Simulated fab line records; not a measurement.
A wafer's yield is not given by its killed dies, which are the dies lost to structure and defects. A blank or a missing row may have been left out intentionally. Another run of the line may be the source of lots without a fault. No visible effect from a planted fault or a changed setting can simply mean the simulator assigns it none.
Which tool is to blame?	flow berkeley-cmos170	42 wafers from 14 lots sampled at 4 of the route's 331 steps

== WHAT THE GAUGES READ, wafer by wafer ==
UCB170_START_THK_MEAS_03.
lot	measured	on	START_OXIDE_THK (nm)
L740	day 1 13:36	film-metro-04	19.5 19.8 20.0
L743	day 2 06:23	film-metro-04	20.4 20.6 20.5
L744	day 2 10:47	film-metro-03	19.7 19.6 19.5
L747	day 3 02:25	film-metro-04	19.9 19.6 19.5
L748	day 3 05:23	film-metro-03	20.2 20.5 20.1
L749	day 3 10:47	film-metro-01	19.9 19.8 19.9
L750	day 3 15:24	film-metro-03	20.5 19.9 20.3
L751	day 3 18:38	film-metro-04	20.4 20.3 19.9
L752	day 3 23:40	film-metro-04	19.8 20.2 20.0
L755	day 4 20:09	film-metro-04	19.7 19.4 20.0
L758	day 5 07:38	film-metro-04	20.2 20.3 20.6
L760	day 5 17:55	film-metro-01	20.2 20.1 20.0
L762	day 6 04:22	film-metro-03	19.8 19.6 19.9
L763	day 6 08:51	film-metro-04	20.0 19.9 19.7

UCB170_M1_RS_MEAS_01: measures by four-point-probe.
lot	measured	on	M1_AL_RS (ohm/sq)
L740	day 6 20:20	film-metro-04	0.0486 0.0489 0.0488
L743	day 8 06:07	film-metro-03	0.0489 0.0490 0.0491
L744	day 8 05:21	film-metro-01	0.0482 0.0479 0.0485
L747	day 8 15:19	film-metro-04	0.0480 0.0476 0.0478
L748	day 8 12:28	film-metro-04	0.0483 0.0480 0.0483
L749	day 9 11:26	film-metro-03	0.0485 0.0484 0.0486
L750	day 8 15:01	film-metro-03	0.0480 0.0480 0.0480
L751	day 9 11:40	film-metro-04	0.0481 0.0480 0.0479
L752	day 8 14:35	film-metro-04	0.0486 0.0482 0.0479
L755	day 10 08:45	film-metro-04	0.0480 0.0483 0.0480
L758	day 10 23:34	film-metro-03	0.0481 0.0484 0.0483
L760	day 10 23:35	film-metro-01	0.0330 0.0329 0.0331 0.0330 0.0329 0.0331
L762	day 11 07:48	film-metro-01	0.0327 0.0326 0.0330 0.0327 0.0327 0.0329
L763	day 11 10:49	film-metro-03	0.0485 0.0488 0.0484

UCB170_M2_CD_MEAS_15: target cd 700 nm.
lot	measured	on	cd-nm (nm)
L740	day 7 09:06	cd-sem-01	701.5 700.8 701.4
L743	day 8 20:15	cd-sem-02	700.2 700.9 701.5
L744	day 8 17:52	cd-sem-02	700.1 701.1 700.6
L747	day 9 01:44	cd-sem-01	698.7 699.5 697.6
L748	day 9 01:18	cd-sem-02	698.9 699.3 697.5
L749	day 10 01:50	cd-sem-02	699.0 698.8 700.5
L750	day 9 01:34	cd-sem-02	700.3 701.5 702.0
L751	day 10 01:44	cd-sem-01	698.9 699.5 700.0
L752	day 9 01:29	cd-sem-01	700.2 700.4 701.5
L755	day 10 21:38	cd-sem-01	699.0 700.5 699.0
L758	day 11 12:23	cd-sem-01	699.8 697.8 698.5
L763	day 11 20:32	cd-sem-01	699.8 698.5 699.3

== WHAT TOOL EACH LOT RAN ON (gives the tool, then ch and the chambers of the sampled wafers, and finally the start) ==
lot	UCB170_M1_SPUTTER_00
L740	pvd-sputter-03, day 6 20:17
L743	pvd-sputter-03, day 8 06:01
L744	pvd-sputter-04, day 8 05:17
L747	pvd-sputter-02, day 8 15:15
L748	pvd-sputter-02, day 8 12:23
L749	pvd-sputter-03, day 9 11:21
L750	pvd-sputter-03, day 8 14:57
L751	pvd-sputter-02, day 9 11:37
L752	pvd-sputter-04, day 8 14:31
L755	pvd-sputter-03, day 10 08:40
L758	pvd-sputter-04, day 10 23:30
L760	pvd-sputter-03, day 10 23:30
L762	pvd-sputter-03, day 11 07:44
L763	pvd-sputter-02, day 11 10:43
- UCB170_M1_SPUTTER_00: material Al, target thk 600 nm, time 80 s.

== WHAT THE TOOLS THEMSELVES READ (means of the sampled wafers that have a number; where no wafer has one, the mark that the record gives instead) ==
UCB170_M1_SPUTTER_00.
lot	tool	throttle-valve-pct (%)
L740	pvd-sputter-03	30.0
L743	pvd-sputter-03	30.2
L744	pvd-sputter-04	30.6
L747	pvd-sputter-02	30.2
L748	pvd-sputter-02	30.9
L749	pvd-sputter-03	30.7
L750	pvd-sputter-03	30.0
L751	pvd-sputter-02	30.8
L752	pvd-sputter-04	30.0
L755	pvd-sputter-03	30.6
L758	pvd-sputter-04	29.0
L760	pvd-sputter-03	29.6
L762	pvd-sputter-03	30.0
L763	pvd-sputter-02	31.2

== THE ANSWER, worked out from the rows above alone ==
Rule: what is usual is taken from the lots themselves. The widest of any qualifying gaps counts: lots, ordered by their means at a reading, are off when they make up no more than a third of the lots, leave a main group of 4 or more, and stand apart from it by 3 or more times the standard deviation of that group's means. The tables above print the reading to a certain number of digits; a main group whose means all agree to those digits is not used. Also off: a lot with no number at a reading for which 4 or more lots have one. The other lots that the step has rows for count as sound. Order of review: gauges by route order, followed by the tools' own readings, for which a lot's mean as printed above is used. At the first step where some lot is off, the reading lying furthest off is the one used; lots without a number count as furthest.
Off: at UCB170_M1_RS_MEAS_01 (M1_AL_RS), L760, L762. For the main group the mean is 0.0483 ohm/sq and the standard deviation 0.00033.
If a tool, at a process step before that reading, ran all the lots that are off and no sound lot after the first of them, it fits. The gauges at UCB170_M1_RS_MEAS_01 are tried like those tools. This does not decide it: 2 tools fit, namely pvd-sputter-03 at UCB170_M1_SPUTTER_00 and film-metro-01 at UCB170_M1_RS_MEAS_01.

== WHAT WAS PUT IN BY THE SIMULATOR ==
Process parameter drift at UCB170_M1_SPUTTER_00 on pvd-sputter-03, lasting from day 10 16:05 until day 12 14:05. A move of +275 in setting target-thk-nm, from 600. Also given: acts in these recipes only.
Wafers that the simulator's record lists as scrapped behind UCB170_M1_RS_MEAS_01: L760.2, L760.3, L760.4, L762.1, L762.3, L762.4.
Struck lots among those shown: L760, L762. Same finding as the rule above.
